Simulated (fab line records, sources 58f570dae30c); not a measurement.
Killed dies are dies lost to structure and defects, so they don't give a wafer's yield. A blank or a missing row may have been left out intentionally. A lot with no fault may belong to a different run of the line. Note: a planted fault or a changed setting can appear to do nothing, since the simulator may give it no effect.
The same fault as seen by 2 desks    flow berkeley cmos170    numbers are kept per desk, each desk with only its own; the story behind them comes last

THE METROLOGY DESK
Means of the sampled wafers that have a number, per lot and without regard to the tool the lot ran on: this is what the gauges read. A lot is out of limits, marked OUT, if its mean lies more than 4 standard deviations from the usual mean; the brackets give that distance.
Columns: A = cd nm at UCB170_ACTIVE_CD_MEAS_90, usual 1200.2 nm; B = GATE_OVL at UCB170_GATE_OVL_MEAS_13, usual -3 nm; C = cd nm at UCB170_M1_CD_MEAS_09, usual 700.4 nm
lot   first seen here  A       B   C
L123  day 4 18:14      1197.1  1   699.6
L124  day 4 18:41      1200.2  -7  700.8
L125  day 5 02:37      1202.7  -7  698.8
L126  day 5 06:34      1201.5  0   702.1
L128  day 6 01:15      1199.9  -5  698.5
L129  day 6 01:23      1198.2  -4  698.1
L130  day 6 06:44      1198.2  -8  698.6
L134  day 6 20:20      1201.4  -7  710.1 (+6.1) OUT
L135  day 7 14:26      1200.3  -6  696.7
L139  day 8 02:55      1201.6  -7  699.6
L141  day 8 14:23      1200.7  6   701.3
L142  day 8 14:38      1197.3  5   700.1
L143  day 9 08:06      1200.2  -4  702.2
This desk's finding: out of limits on L134; first on L134, day 9 17:29 (cd nm at UCB170_M1_CD_MEAS_09). Within limits: L123, L124, L125, L126, L128, L129, L130, L135, L139, L141, L142, L143.

AT THE TOOL OWNER'S DESK: krf scanner-02
The tool's own readings at UCB170_M1_EXPOSE_06 (exposes mask METAL1, target cd 700 nm): means of the sampled wafers that have a number, for each lot that ran on this tool. A lot is out of limits, marked OUT, if its mean lies more than 4 standard deviations from the usual mean; the brackets give that distance.
Columns: A = exposure dose mJ cm2 at UCB170_M1_EXPOSE_06, usual 20.464
lot   first seen here  A
L123  day 7 08:19      20.464
L125  day 8 00:13      20.454
L126  day 8 01:34      20.471
L128  day 8 18:32      20.488
L134  day 9 17:06      19.635 (-36) OUT
This desk's finding: out of limits on L134; first on L134, day 9 17:06 (exposure dose mJ cm2 at UCB170_M1_EXPOSE_06). Within limits: L123, L125, L126, L128.

TAKEN TOGETHER
The tool owner's desk could have raised an alarm at day 9 17:06, on L134.
The metrology desk could have raised an alarm at day 9 17:29, on L134.
The lots listed all ran UCB170_M1_EXPOSE_06 on krf scanner-02.

WHAT THE SIMULATOR HAD INSERTED
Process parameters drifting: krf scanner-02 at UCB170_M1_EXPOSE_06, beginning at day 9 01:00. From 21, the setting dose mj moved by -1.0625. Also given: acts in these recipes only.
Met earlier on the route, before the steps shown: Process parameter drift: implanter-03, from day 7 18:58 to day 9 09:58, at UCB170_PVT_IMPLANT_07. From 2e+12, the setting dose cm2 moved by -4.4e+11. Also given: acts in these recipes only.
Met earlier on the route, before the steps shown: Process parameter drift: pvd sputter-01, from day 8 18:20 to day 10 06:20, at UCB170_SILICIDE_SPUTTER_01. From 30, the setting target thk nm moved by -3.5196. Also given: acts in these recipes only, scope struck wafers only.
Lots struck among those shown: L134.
Fault start to first reading out of limits, in hours, per desk: tool owner, 16; metrology, 16.
